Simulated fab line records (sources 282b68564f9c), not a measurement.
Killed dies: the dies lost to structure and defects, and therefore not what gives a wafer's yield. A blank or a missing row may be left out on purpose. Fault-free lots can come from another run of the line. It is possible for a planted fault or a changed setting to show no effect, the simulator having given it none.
Which tool was responsible? / flow rit_cmos / 12 lots with 36 wafers sampled at 7 steps, on a route of 202 steps

## WHAT THE GAUGES READ, wafer by wafer
RIT_ACTIVE_BOW_MEAS_00. Usual: INCOMING_BOW gives -1 um (standard deviation 6.4).
lot=L647; measured=day 1 10:00; on=film_metro-03; INCOMING_BOW (um)=1 -8 10; flag=
lot=L648; measured=day 1 15:00; on=film_metro-03; INCOMING_BOW (um)=-8 -7 -4; flag=
lot=L649; measured=day 1 20:01; on=film_metro-03; INCOMING_BOW (um)=-5 8 -4; flag=
lot=L650; measured=day 2 01:00; on=film_metro-04; INCOMING_BOW (um)=-4 -2 2; flag=
lot=L651; measured=day 2 06:00; on=film_metro-01; INCOMING_BOW (um)=-2 2 -1; flag=
lot=L652; measured=day 2 11:01; on=film_metro-03; INCOMING_BOW (um)=-4 -7 -2; flag=
lot=L653; measured=day 2 16:02; on=film_metro-01; INCOMING_BOW (um)=-4 5 -4; flag=
lot=L654; measured=day 2 21:00; on=film_metro-04; INCOMING_BOW (um)=0 -3 -19; flag=
lot=L655; measured=day 3 02:00; on=film_metro-04; INCOMING_BOW (um)=4 -5 11; flag=
lot=L656; measured=day 3 07:00; on=film_metro-04; INCOMING_BOW (um)=9 0 -9; flag=
lot=L660; measured=day 4 03:01; on=film_metro-04; INCOMING_BOW (um)=9 5 2; flag=
lot=L665; measured=day 5 04:01; on=film_metro-04; INCOMING_BOW (um)=-9 -11 -2; flag=

RIT_SPACER_THK_MEAS_04. Usual: SPACER_NITRIDE_THK gives 249.3 nm (standard deviation 2.4).
lot=L647; measured=day 2 21:34; on=film_metro-03; SPACER_NITRIDE_THK (nm)=247.8 248.2 247.8; flag=
lot=L648; measured=day 3 07:21; on=film_metro-03; SPACER_NITRIDE_THK (nm)=249.2 248.6 248.3; flag=
lot=L649; measured=day 3 09:34; on=film_metro-02; SPACER_NITRIDE_THK (nm)=249.7 250.5 251.0; flag=
lot=L650; measured=day 3 13:47; on=film_metro-04; SPACER_NITRIDE_THK (nm)=252.0 250.4 251.4; flag=
lot=L651; measured=day 3 17:40; on=film_metro-03; SPACER_NITRIDE_THK (nm)=250.4 251.9 250.5; flag=
lot=L652; measured=day 3 22:55; on=film_metro-02; SPACER_NITRIDE_THK (nm)=252.3 252.1 252.1; flag=
lot=L653; measured=day 4 03:17; on=film_metro-03; SPACER_NITRIDE_THK (nm)=250.0 249.6 247.0; flag=
lot=L654; measured=day 4 08:22; on=film_metro-04; SPACER_NITRIDE_THK (nm)=250.5 251.3 250.1; flag=
lot=L655; measured=day 4 14:31; on=film_metro-04; SPACER_NITRIDE_THK (nm)=249.3 249.4 253.3; flag=
lot=L656; measured=day 4 19:52; on=film_metro-02; SPACER_NITRIDE_THK (nm)=69.4 72.7 68.9; flag=OFF
lot=L660; measured=day 5 17:11; on=film_metro-03; SPACER_NITRIDE_THK (nm)=73.2 74.6 72.9; flag=OFF
lot=L665; measured=day 6 16:12; on=film_metro-02; SPACER_NITRIDE_THK (nm)=248.2 247.7 246.5; flag=

RIT_M1_BOW_MEAS_16. Usual: M1_BOW gives 16 um (standard deviation 6.3).
lot=L647; measured=day 3 08:50; on=film_metro-04; M1_BOW (um)=17 10 27; flag=
lot=L648; measured=day 3 18:05; on=film_metro-03; M1_BOW (um)=9 9 11; flag=
lot=L649; measured=day 3 22:03; on=film_metro-01; M1_BOW (um)=10 22 12; flag=
lot=L650; measured=day 4 00:34; on=film_metro-03; M1_BOW (um)=12 14 19; flag=
lot=L651; measured=day 4 04:40; on=film_metro-03; M1_BOW (um)=16 20 17; flag=
lot=L652; measured=day 4 09:49; on=film_metro-04; M1_BOW (um)=12 11 14; flag=
lot=L653; measured=day 4 14:50; on=film_metro-03; M1_BOW (um)=12 21 13; flag=
lot=L654; measured=day 4 19:46; on=film_metro-03; M1_BOW (um)=16 12 -4; flag=
lot=L655; measured=day 5 02:25; on=film_metro-03; M1_BOW (um)=21 12 28; flag=
lot=L656; measured=day 5 07:33; on=film_metro-04; M1_BOW (um)=5 -4 -14; flag=OFF
lot=L660; measured=day 6 04:32; on=film_metro-03; M1_BOW (um)=5 0 -1; flag=
lot=L665; measured=day 7 03:44; on=film_metro-03; M1_BOW (um)=7 5 15; flag=

## EACH LOT AND THE TOOL THAT RAN IT (in order: tool; ch and the chambers of the sampled wafers; start)
lot=L647; RIT_NWELL_STRIP_09=plasma_asher-03 ch 0, day 1 21:47; RIT_NLDD_SOFTBAKE_02=litho_track-03 ch 0, day 2 16:36; RIT_SPACER_CVD_03=lpcvd-01 ch 1, day 2 19:38; RIT_SPACER_ETCHBACK_05=rie_diel-04 ch 0,3, day 2 21:37
lot=L648; RIT_NWELL_STRIP_09=plasma_asher-03 ch 0,1, day 2 06:59; RIT_NLDD_SOFTBAKE_02=litho_track-01 ch 0, day 3 02:16; RIT_SPACER_CVD_03=lpcvd-02 ch 0, day 3 05:26; RIT_SPACER_ETCHBACK_05=rie_diel-01 ch 0,3, day 3 07:25
lot=L649; RIT_NWELL_STRIP_09=plasma_asher-03 ch 0,1, day 2 09:05; RIT_NLDD_SOFTBAKE_02=litho_track-03 ch 0, day 3 04:45; RIT_SPACER_CVD_03=lpcvd-02 ch 0, day 3 07:38; RIT_SPACER_ETCHBACK_05=rie_diel-02 ch 0,1,2, day 3 09:37
lot=L650; RIT_NWELL_STRIP_09=plasma_asher-03 ch 0,1, day 2 11:46; RIT_NLDD_SOFTBAKE_02=litho_track-03 ch 0, day 3 08:47; RIT_SPACER_CVD_03=lpcvd-01 ch 1, day 3 11:52; RIT_SPACER_ETCHBACK_05=rie_diel-02 ch 0,1,3, day 3 13:50
lot=L651; RIT_NWELL_STRIP_09=plasma_asher-04 ch 0,1, day 2 17:44; RIT_NLDD_SOFTBAKE_02=litho_track-01 ch 0, day 3 12:49; RIT_SPACER_CVD_03=lpcvd-02 ch 0, day 3 15:44; RIT_SPACER_ETCHBACK_05=rie_diel-01 ch 0,2, day 3 17:43
lot=L652; RIT_NWELL_STRIP_09=plasma_asher-03 ch 0,1, day 2 21:41; RIT_NLDD_SOFTBAKE_02=litho_track-04 ch 0, day 3 17:57; RIT_SPACER_CVD_03=lpcvd-01 ch 0, day 3 20:59; RIT_SPACER_ETCHBACK_05=rie_diel-04 ch 0,2, day 3 22:58
lot=L653; RIT_NWELL_STRIP_09=plasma_asher-02 ch 0,1, day 3 02:37; RIT_NLDD_SOFTBAKE_02=litho_track-03 ch 0, day 3 22:00; RIT_SPACER_CVD_03=lpcvd-01 ch 0, day 4 01:21; RIT_SPACER_ETCHBACK_05=rie_diel-02 ch 0,3, day 4 03:20
lot=L654; RIT_NWELL_STRIP_09=plasma_asher-03 ch 0,1, day 3 08:13; RIT_NLDD_SOFTBAKE_02=litho_track-03 ch 0, day 4 03:31; RIT_SPACER_CVD_03=lpcvd-02 ch 1, day 4 06:27; RIT_SPACER_ETCHBACK_05=rie_diel-01 ch 0,1, day 4 08:26
lot=L655; RIT_NWELL_STRIP_09=plasma_asher-02 ch 0,1, day 3 13:47; RIT_NLDD_SOFTBAKE_02=litho_track-01 ch 0, day 4 09:34; RIT_SPACER_CVD_03=lpcvd-02 ch 1, day 4 12:36; RIT_SPACER_ETCHBACK_05=rie_diel-01 ch 0,3, day 4 14:35
lot=L656; RIT_NWELL_STRIP_09=plasma_asher-03 ch 0,1, day 3 17:49; RIT_NLDD_SOFTBAKE_02=litho_track-03 ch 0, day 4 14:56; RIT_SPACER_CVD_03=lpcvd-02 ch 1, day 4 17:58; RIT_SPACER_ETCHBACK_05=rie_diel-02 ch 0,2,3, day 4 19:56
lot=L660; RIT_NWELL_STRIP_09=plasma_asher-02 ch 1, day 4 14:17; RIT_NLDD_SOFTBAKE_02=litho_track-04 ch 0, day 5 11:46; RIT_SPACER_CVD_03=lpcvd-02 ch 1, day 5 15:15; RIT_SPACER_ETCHBACK_05=rie_diel-02 ch 2,3, day 5 17:14
lot=L665; RIT_NWELL_STRIP_09=plasma_asher-03 ch 0,1, day 5 15:34; RIT_NLDD_SOFTBAKE_02=litho_track-04 ch 0, day 6 11:10; RIT_SPACER_CVD_03=lpcvd-01 ch 0, day 6 14:16; RIT_SPACER_ETCHBACK_05=rie_diel-02 ch 0,1,3, day 6 16:15
- RIT_NWELL_STRIP_09: strips in O2, time 180 s.
- RIT_NLDD_SOFTBAKE_02: time 62.18 s.
- RIT_SPACER_CVD_03: deposits Si3N4 from SiH2Cl2/NH3, target thk 250 nm, time 3300 s.
- RIT_SPACER_ETCHBACK_05: etches Si3N4 in SF6/CHF3, stops on SiO2, target depth 250 nm, time 240 s.

## AS READ BY THE TOOLS THEMSELVES (means over the sampled wafers that have a number; for cases with no such wafer, the mark the record gives instead)
RIT_NWELL_STRIP_09. Usual: drypump_motor_current_A 5.81 A, standard deviation 0.19.
lot=L647; tool=plasma_asher-03; drypump_motor_current_A (A)=5.94; flag=
lot=L648; tool=plasma_asher-03; drypump_motor_current_A (A)=5.93; flag=
lot=L649; tool=plasma_asher-03; drypump_motor_current_A (A)=5.92; flag=
lot=L650; tool=plasma_asher-03; drypump_motor_current_A (A)=5.91; flag=
lot=L651; tool=plasma_asher-04; drypump_motor_current_A (A)=5.60; flag=
lot=L652; tool=plasma_asher-03; drypump_motor_current_A (A)=5.87; flag=
lot=L653; tool=plasma_asher-02; drypump_motor_current_A (A)=5.84; flag=
lot=L654; tool=plasma_asher-03; drypump_motor_current_A (A)=5.92; flag=
lot=L655; tool=plasma_asher-02; drypump_motor_current_A (A)=5.88; flag=
lot=L656; tool=plasma_asher-03; drypump_motor_current_A (A)=5.89; flag=
lot=L660; tool=plasma_asher-02; drypump_motor_current_A (A)=5.84; flag=
lot=L665; tool=plasma_asher-03; drypump_motor_current_A (A)=5.86; flag=

RIT_NLDD_SOFTBAKE_02. Usual: heater_power_total_W 34.59 W, standard deviation 0.049; plate_sensor_t_centre_C 90.970 C, standard deviation 0.01; plate_sensor_t_edge_C 91.019 C, standard deviation 0.0096.
lot=L647; tool=litho_track-03; heater_power_total_W (W)=34.54; plate_sensor_t_centre_C (C)=90.979; plate_sensor_t_edge_C (C)=91.020; flag=
lot=L648; tool=litho_track-01; heater_power_total_W (W)=34.56; plate_sensor_t_centre_C (C)=90.974; plate_sensor_t_edge_C (C)=91.025; flag=
lot=L649; tool=litho_track-03; heater_power_total_W (W)=34.61; plate_sensor_t_centre_C (C)=90.964; plate_sensor_t_edge_C (C)=91.017; flag=
lot=L650; tool=litho_track-03; heater_power_total_W (W)=34.55; plate_sensor_t_centre_C (C)=90.964; plate_sensor_t_edge_C (C)=91.020; flag=
lot=L651; tool=litho_track-01; heater_power_total_W (W)=34.63; plate_sensor_t_centre_C (C)=90.962; plate_sensor_t_edge_C (C)=91.024; flag=
lot=L652; tool=litho_track-04; heater_power_total_W (W)=34.59; plate_sensor_t_centre_C (C)=90.972; plate_sensor_t_edge_C (C)=91.016; flag=
lot=L653; tool=litho_track-03; heater_power_total_W (W)=34.58; plate_sensor_t_centre_C (C)=90.977; plate_sensor_t_edge_C (C)=91.022; flag=
lot=L654; tool=litho_track-03; heater_power_total_W (W)=34.58; plate_sensor_t_centre_C (C)=90.974; plate_sensor_t_edge_C (C)=91.006; flag=
lot=L655; tool=litho_track-01; heater_power_total_W (W)=34.58; plate_sensor_t_centre_C (C)=90.970; plate_sensor_t_edge_C (C)=91.027; flag=
lot=L656; tool=litho_track-03; heater_power_total_W (W)=34.55; plate_sensor_t_centre_C (C)=90.959; plate_sensor_t_edge_C (C)=91.017; flag=
lot=L660; tool=litho_track-04; heater_power_total_W (W)=34.56; plate_sensor_t_centre_C (C)=90.965; plate_sensor_t_edge_C (C)=91.020; flag=
lot=L665; tool=litho_track-04; heater_power_total_W (W)=34.61; plate_sensor_t_centre_C (C)=90.964; plate_sensor_t_edge_C (C)=91.026; flag=

RIT_SPACER_CVD_03. Usual: zone_power_source_pct 19.2 %, standard deviation 1.2.
lot=L647; tool=lpcvd-01; zone_power_source_pct (%)=19.4; flag=
lot=L648; tool=lpcvd-02; zone_power_source_pct (%)=21.2; flag=
lot=L649; tool=lpcvd-02; zone_power_source_pct (%)=21.1; flag=
lot=L650; tool=lpcvd-01; zone_power_source_pct (%)=19.6; flag=
lot=L651; tool=lpcvd-02; zone_power_source_pct (%)=21.0; flag=
lot=L652; tool=lpcvd-01; zone_power_source_pct (%)=18.8; flag=
lot=L653; tool=lpcvd-01; zone_power_source_pct (%)=18.7; flag=
lot=L654; tool=lpcvd-02; zone_power_source_pct (%)=17.9; flag=
lot=L655; tool=lpcvd-02; zone_power_source_pct (%)=17.8; flag=
lot=L656; tool=lpcvd-02; zone_power_source_pct (%)=17.9; flag=
lot=L660; tool=lpcvd-02; zone_power_source_pct (%)=17.8; flag=
lot=L665; tool=lpcvd-01; zone_power_source_pct (%)=18.6; flag=

RIT_SPACER_ETCHBACK_05. Usual: drypump_motor_current_A 5.8 A, standard deviation 0.44; oes_product_au 0.840 a.u., standard deviation 0.013; throttle_valve_pct 10.29 %, standard deviation 0.17.
lot=L647; tool=rie_diel-04; drypump_motor_current_A (A)=5.9; oes_product_au (a.u.)=0.834; throttle_valve_pct (%)=10.23; flag=
lot=L648; tool=rie_diel-01; drypump_motor_current_A (A)=5.7; oes_product_au (a.u.)=0.838; throttle_valve_pct (%)=10.20; flag=
lot=L649; tool=rie_diel-02; drypump_motor_current_A (A)=5.7; oes_product_au (a.u.)=0.845; throttle_valve_pct (%)=10.37; flag=
lot=L650; tool=rie_diel-02; drypump_motor_current_A (A)=5.9; oes_product_au (a.u.)=0.845; throttle_valve_pct (%)=10.37; flag=
lot=L651; tool=rie_diel-01; drypump_motor_current_A (A)=6.2; oes_product_au (a.u.)=0.859; throttle_valve_pct (%)=10.16; flag=
lot=L652; tool=rie_diel-04; drypump_motor_current_A (A)=5.9; oes_product_au (a.u.)=0.848; throttle_valve_pct (%)=10.22; flag=
lot=L653; tool=rie_diel-02; drypump_motor_current_A (A)=5.8; oes_product_au (a.u.)=0.829; throttle_valve_pct (%)=10.37; flag=
lot=L654; tool=rie_diel-01; drypump_motor_current_A (A)=5.9; oes_product_au (a.u.)=0.840; throttle_valve_pct (%)=10.23; flag=
lot=L655; tool=rie_diel-01; drypump_motor_current_A (A)=5.9; oes_product_au (a.u.)=0.845; throttle_valve_pct (%)=10.14; flag=
lot=L656; tool=rie_diel-02; drypump_motor_current_A (A)=5.6; oes_product_au (a.u.)=0.404; throttle_valve_pct (%)=10.20; flag=OFF
lot=L660; tool=rie_diel-02; drypump_motor_current_A (A)=6.0; oes_product_au (a.u.)=0.404; throttle_valve_pct (%)=10.24; flag=OFF
lot=L665; tool=rie_diel-02; drypump_motor_current_A (A)=5.9; oes_product_au (a.u.)=0.839; throttle_valve_pct (%)=10.37; flag=

## THE ANSWER, worked out from the rows above alone
Rule: a lot is off if the mean of its wafers that have a number lies more than 3 standard deviations from the usual mean. A lot without any number at a reading at which 4 lots or more have one is off too. The other lots that the step has rows for count as sound. After the gauges, taken in route order, come the tools' own readings; for these a lot's mean is taken, as printed above. At the first step where some lot is off, the reading lying furthest off is the one used; lots without a number count as furthest.
Off: at RIT_SPACER_THK_MEAS_04 (SPACER_NITRIDE_THK), L656, L660.
A tool fits if, at a process step before that reading, it ran every lot that is off, and no sound lot after the first of them. The gauges at RIT_SPACER_THK_MEAS_04 aren't tried: what is off there is off at RIT_SPACER_ETCHBACK_05 too, on other tools, and a gauge's error can't cause that. One fits: RIT_SPACER_CVD_03 on lpcvd-02. A fault onset in the window from L655 (day 4 12:36, its last sound lot) to L656 (day 4 17:58, its first lot off) fits.

## WHAT THE SIMULATOR HAD INSERTED
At RIT_SPACER_CVD_03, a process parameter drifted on lpcvd-02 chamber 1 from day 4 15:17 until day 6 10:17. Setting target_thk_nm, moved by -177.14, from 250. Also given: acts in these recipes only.
Struck lots among those shown: L656, L660. The rule above found the same.
